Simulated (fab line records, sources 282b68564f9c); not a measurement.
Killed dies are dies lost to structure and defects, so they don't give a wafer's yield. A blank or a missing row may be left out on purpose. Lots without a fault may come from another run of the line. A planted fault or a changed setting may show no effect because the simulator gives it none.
fab line records | flow rit_cmos
record lots=5 wafers=15 last_day=7
route steps=202 shown SILICIDE@161 CONTACT@168 M1@202
lots that met no fault: from a run of the same line without faults
start_h: hours from the record's first day to the start of the lot's first wafer shown | wait_h: hours since the lot's step before | " the same as in the row above | L1.1+2: a row that stands for several wafers | - no value, or no start given | * or withheld: withheld | < > ~ a bound
route shown NAME@n: a module of which the file shows steps, and the number in the route of the first | usual: mean/standard deviation of fault-free wafers | same: alike in all rows | chamber/n: place in a boat | sites: the reading at each site | _std_site: their standard deviation | _edge_site: outer sites' mean less inner sites' | radius_mm: how far each site lies from the wafer's centre | mask NAME#n: copy n | behind: the tool/chamber that last shaped the wafer | hold: why the lot was held/for how many hours/how that ended | device: the transistor (n, p or np) that didn't switch | end of line: the same wafers' tests at the end of the route | a step without rows: its recipe alone | killed: dies lost to structure and defects at the first sort, not the wafer's yield | map: a wafer's dies, x killed, . not, _ none there
set.NAME: the setting as run; set.NAME@STEP: as run at that earlier step | model.NAME: the simulator's own value behind a step, which no gauge read
lots at some steps of the route; a table a step, a row a wafer
services: from which hour (start_h, from the record's first day; less than 0 if before it) a tool's chamber was out of use, for how many hours, and why
## steps
# step RIT_SILICIDE_WET_ETCH_00
# recipe chemistry=BOE target=SiO2 target_depth_nm=14 time_s=15 dry=n2_spin dilution=10:1 temp_c=21.5
# step RIT_SILICIDE_SPUTTER_01
# recipe material=Ti target_thk_nm=30 power_w=350 chamber_pressure_pa=0.667 gas=Ar time_s=240 substrate_temp_c=25
# usual chamber_pressure_pa=0.6669/0.0013 throttle_valve_pct=30.7/0.83
# columns lot.wafer tool chamber start_h wait_h chamber_pressure_pa throttle_valve_pct
L815.2 pvd_sputter-04 - 78.64 0.0 0.6659 30.9
L815.3 " - " " 0.6668 31.6
L815.6 " - " " 0.6678 31.2
L823.2 pvd_sputter-01 - 115.33 0.0 0.6659 30.4
L823.4 " - " " 0.6668 30.1
L823.6 " - " " 0.6663 30.7
L830.1 pvd_sputter-02 - 151.76 0.0 0.6676 29.3
L830.3 " - " " 0.6648 29.7
L830.5 " - " " 0.6657 29.5
L832.1 pvd_sputter-04 - 158.71 0.0 0.6692 30.3
L832.4 " - " " 0.6672 30.4
L832.5 " - " " 0.6661 30.8
L833.2 pvd_sputter-01 - 165.17 0.0 0.6676 30.2
L833.3 " - " " 0.6699 31.0
L833.6 " - " " 0.6662 30.3
# step RIT_SILICIDE_RS_MEAS_02
# recipe thk_meas_gauge=four-point-probe reads=Ti_of_SILICIDE_SPUTTER_01
# usual SILICIDE_TI_RS=47.8/0.73
# columns lot.wafer tool chamber start_h wait_h SILICIDE_TI_RS[ohm/sq]
L815.2 film_metro-01 - 78.81 0.1 47.4
L815.3 " - " " 47.2
L815.6 " - " " 47.8
L823.2 film_metro-01 - 115.50 0.1 47.8
L823.4 " - " " 47.1
L823.6 " - " " 47.7
L830.1 film_metro-03 - 151.91 0.1 46.8
L830.3 " - " " 46.6
L830.5 " - " " 47.4
L832.1 film_metro-01 - 158.86 0.1 48.0
L832.4 " - " " 48.0
L832.5 " - " " 48.0
L833.2 film_metro-04 - 165.34 0.1 47.0
L833.3 " - " " 47.5
L833.6 " - " " 47.2
# step RIT_SILICIDE_THK_MEAS_03
# recipe thk_meas_gauge=xrf reads=Ti_of_SILICIDE_SPUTTER_01
# usual SILICIDE_TI_THK=29.3/0.37
# columns lot.wafer tool chamber start_h wait_h SILICIDE_TI_THK[nm]
L815.2 film_metro-01 - 78.92 0.1 29.8
L815.3 " - " " 29.8
L815.6 " - " " 29.6
L823.2 film_metro-01 - 115.61 0.1 29.4
L823.4 " - " " 29.7
L823.6 " - " " 29.3
L830.1 film_metro-03 - 152.03 0.1 29.8
L830.3 " - " " 29.9
L830.5 " - " " 29.6
L832.1 film_metro-01 - 158.98 0.1 29.4
L832.4 " - " " 29.4
L832.5 " - " " 29.3
L833.2 film_metro-04 - 165.45 0.1 29.6
L833.3 " - " " 29.3
L833.6 " - " " 29.5
# step RIT_SILICIDE_RTA_04
# recipe temp_c=650 time_s=10 idle_temp_c=25 ramp_up_s=5 ramp_down_s=5 cool_to_c=25 ambient=N2
# usual wafer_temp_C_max=653.3/0.69
# columns lot.wafer tool chamber start_h wait_h wafer_temp_C_max
L815.2 rtp_anneal-02 0 78.98 0.1 652.9
L815.3 " 0 " " 654.1
L815.6 " 0 " " 653.1
L823.2 rtp_anneal-02 0 115.67 0.1 653.1
L823.4 " 0 " " 653.1
L823.6 " 0 " " 654.3
L830.1 rtp_anneal-01 0 152.09 0.1 653.8
L830.3 " 0 " " 654.5
L830.5 " 0 " " 652.7
L832.1 rtp_anneal-01 0 159.04 0.1 653.5
L832.4 " 0 " " 653.9
L832.5 " 0 " " 654.0
L833.2 rtp_anneal-02 0 165.51 0.1 652.9
L833.3 " 0 " " 652.9
L833.6 " 0 " " 652.4
# step RIT_SILICIDE_WET_ETCH_05
# recipe chemistry=SPM target=Ti temp_c=90 time_s=120 dry=n2_spin
# step RIT_SILICIDE_RTA_06
# recipe temp_c=750 time_s=10 idle_temp_c=25 ramp_up_s=5 ramp_down_s=10 cool_to_c=25 ambient=N2
# usual wafer_temp_C_max=753.8/0.76
# columns lot.wafer tool chamber start_h wait_h wafer_temp_C_max
L815.2 rtp_anneal-01 0 79.09 0.0 754.5
L815.3 " 0 " " 755.4
L815.6 " 0 " " 753.4
L823.2 rtp_anneal-01 0 115.78 0.0 753.4
L823.4 " 0 " " 754.5
L823.6 " 0 " " 752.8
L830.1 rtp_anneal-02 0 152.20 0.0 752.8
L830.3 " 0 " " 753.7
L830.5 " 0 " " 754.0
L832.1 rtp_anneal-02 0 159.14 0.0 755.7
L832.4 " 0 " " 753.9
L832.5 " 0 " " 753.4
L833.2 rtp_anneal-01 0 165.62 0.0 752.9
L833.3 " 0 " " 753.5
L833.6 " 0 " " 754.4
# step RIT_CONTACT_CVD_00
# recipe material=SiO2 target_thk_nm=400 precursor=TEOS temp_c=390 time_s=61 rf_w=400
# usual heater_power_w=308/38
# columns lot.wafer tool chamber start_h wait_h heater_power_w
L815.2 pecvd-02 0 79.14 0.0 290
L815.3 " 1 " " 279
L815.6 " 1 " " 304
L823.2 pecvd-01 2 115.84 0.0 332
L823.4 " 2 " " 332
L823.6 " 1 " " 375
L830.1 pecvd-02 1 152.26 0.1 301
L830.3 " 0 " " 311
L830.5 " 1 " " 311
L832.1 pecvd-01 1 159.21 0.1 327
L832.4 " 0 " " 321
L832.5 " 2 " " 314
L833.2 pecvd-02 2 165.68 0.0 255
L833.3 " 0 " " 301
L833.6 " 1 " " 308
# step RIT_CONTACT_THK_MEAS_01
# recipe reads=SiO2_of_CONTACT_CVD_00
# usual CONTACT_TEOS_THK=400/4.7
# columns lot.wafer tool chamber start_h wait_h CONTACT_TEOS_THK[nm]
L815.2 film_metro-04 - 79.21 0.0 392
L815.3 " - " " 394
L815.6 " - " " 399
L823.2 film_metro-02 - 115.90 0.0 403
L823.4 " - " " 405
L823.6 " - " " 408
L830.1 film_metro-01 - 152.32 0.0 398
L830.3 " - " " 397
L830.5 " - " " 401
L832.1 film_metro-04 - 159.26 0.0 399
L832.4 " - " " 404
L832.5 " - " " 406
L833.2 film_metro-02 - 165.74 0.0 398
L833.3 " - " " 402
L833.6 " - " " 408
# step RIT_CONTACT_HMDS_02
# recipe prime_time_s=60 prime_temp_c=140
# step RIT_CONTACT_COAT_03
# recipe resist=NOVOLAK spin_rpm=3250 resist_thk_nm=1000
# step RIT_CONTACT_SOFTBAKE_04
# recipe resist=NOVOLAK temp_c=90 time_s=60
# step RIT_CONTACT_EXPOSE_05
# recipe mask_id=M11 na=0.6 source_shape=conventional sigma_outer=0.5 target_cd_nm=1000 dose_mj=250
# usual exposure_dose_mJ_cm2=249.87/0.27
# columns lot.wafer tool chamber start_h wait_h mask exposure_dose_mJ_cm2
L815.2 iline_stepper-01 0 79.85 0.2 M11#0 249.65
L815.3 " 0 " " M11#0 249.98
L815.6 " 0 " " M11#0 249.80
L823.2 iline_stepper-01 0 116.42 0.1 M11#0 248.78
L823.4 " 0 " " M11#0 248.25
L823.6 " 0 " " M11#0 248.41
L830.1 iline_stepper-02 0 152.95 0.2 M11#0 250.20
L830.3 " 0 " " M11#0 250.20
L830.5 " 0 " " M11#0 250.21
L832.1 iline_stepper-02 0 159.90 0.2 M11#0 250.44
L832.4 " 0 " " M11#0 250.20
L832.5 " 0 " " M11#0 250.49
L833.2 iline_stepper-02 0 166.26 0.1 M11#0 249.66
L833.3 " 0 " " M11#0 249.66
L833.6 " 0 " " M11#0 249.76
# step RIT_CONTACT_PEB_06
# recipe resist=NOVOLAK temp_c=withheld time_s=withheld
# step RIT_M1_PROBE_99
# usual killed_at_contacts=0.1/0.27 killed_at_front_end=7/3.1 killed_dies=7/3.1 killed_open=3.3/2.1 killed_short=3.5/2
# same gross_dies=264 killed_at_M0_to_M3=0 killed_at_M4_up=0 killed_at_back_side=0 killed_at_other=0
# columns lot.wafer tool chamber start_h wait_h killed_at_contacts killed_at_front_end killed_dies killed_open killed_short
L830.1 prober-01 - 159.09 0.1 0 7 7 2 5
L830.3 prober-01 - 159.19 0.2 0 8 8 3 5
L830.5 prober-01 - 159.29 0.2 0 9 9 3 6
L832.1 prober-02 - 165.73 0.1 0 5 5 2 3
L832.4 prober-02 - 165.88 0.2 0 2 2 1 1
L832.5 prober-02 - 165.93 0.2 0 7 7 4 3
L833.2 prober-01 - 172.09 0.1 0 6 6 2 4
L833.3 prober-01 - 172.14 0.2 0 5 5 1 4
L833.6 prober-01 - 172.29 0.2 0 4 4 2 2
# killed by level:class
L830.1 FOX1:geometric_particle:short=2 FOX2:geometric_particle:short=1 GATE:geometric_particle:short=1 REOX:geometric_particle:open=1 SILICIDE:geometric_particle:open=1 SILICIDE:geometric_particle:short=1
L830.3 REOX:geometric_particle:short=2 SPACER:geometric_particle:open=2 FOX1:geometric_particle:short=1 GATE:geometric_particle:short=1 REOX:geometric_particle:open=1 SILICIDE:geometric_particle:short=1
L830.5 FOX1:geometric_particle:short=2 FOX2:geometric_particle:open=2 GATE:geometric_particle:short=2 GATE:geometric_particle:open=1 REOX:geometric_particle:short=1 SILICIDE:geometric_particle:short=1
L832.1 GATE:geometric_particle:short=2 FOX1:geometric_particle:open=1 GATE:geometric_particle:open=1 SPACER:geometric_particle:short=1
L832.4 FOX1:geometric_particle:open=1 SPACER:geometric_particle:short=1
L832.5 GATE:geometric_particle:open=4 GATE:geometric_particle:short=3
L833.2 GATE:geometric_particle:open=1 GATE:geometric_particle:short=1 REOX:geometric_particle:short=1 SPACER:geometric_particle:short=1 SILICIDE:geometric_particle:short=1 SILICIDE:geometric_particle:open=1
L833.3 FOX2:geometric_particle:short=2 FOX1:geometric_particle:short=1 GATE:geometric_particle:open=1 GATE:geometric_particle:short=1
L833.6 REOX:geometric_particle:open=1 REOX:geometric_particle:short=1 SILICIDE:geometric_particle:open=1 SILICIDE:geometric_particle:short=1
## services
# columns tool chamber start_h hours kind
pvd_sputter-04 - 67.49 6.4 repair
iline_stepper-02 0 70.03 - calibration
iline_stepper-02 - 72.64 1.7 pm
pecvd-01 - 74.80 1.9 repair
pvd_sputter-02 - 85.12 10.3 repair
iline_stepper-01 0 104.89 - calibration
iline_stepper-01 - 135.43 2.4 repair
iline_stepper-01 - 137.80 1.7 pm
pvd_sputter-04 - 138.15 4.2 repair
pecvd-01 1 143.68 2.4 repair
## key
first_sign step=RIT_CONTACT_EXPOSE_05 reading=exposure_dose_mJ_cm2 direction=down sigmas=5.2 usual=249.87 struck=248.48
effect none on later readings
met_at RIT_CONTACT_EXPOSE_05
struck_wafers L823.2,L823.4,L823.6
tester_left_out L823
loop_trim step=RIT_CONTACT_EXPOSE_05 setting=dose lots=L823
onset_between 79.85 116.42
fault kind=process_parameter_drift tool=iline_stepper-01 chamber=- onset_h=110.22 steps=RIT_CONTACT_EXPOSE_05 channel=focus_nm offset=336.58 spread_by_wafer=0.3 shape=step end_h=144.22
# tester_left_out: of these lots the tester's yield and bins aren't shown, on N5 and GAA mostly nor the transistor test; their killed dies are dies lost to structure and defects alone, not to doping, threshold or leakage, so they don't give the yield
# loop_trim: a control loop set the setting to another value than it would have without faults
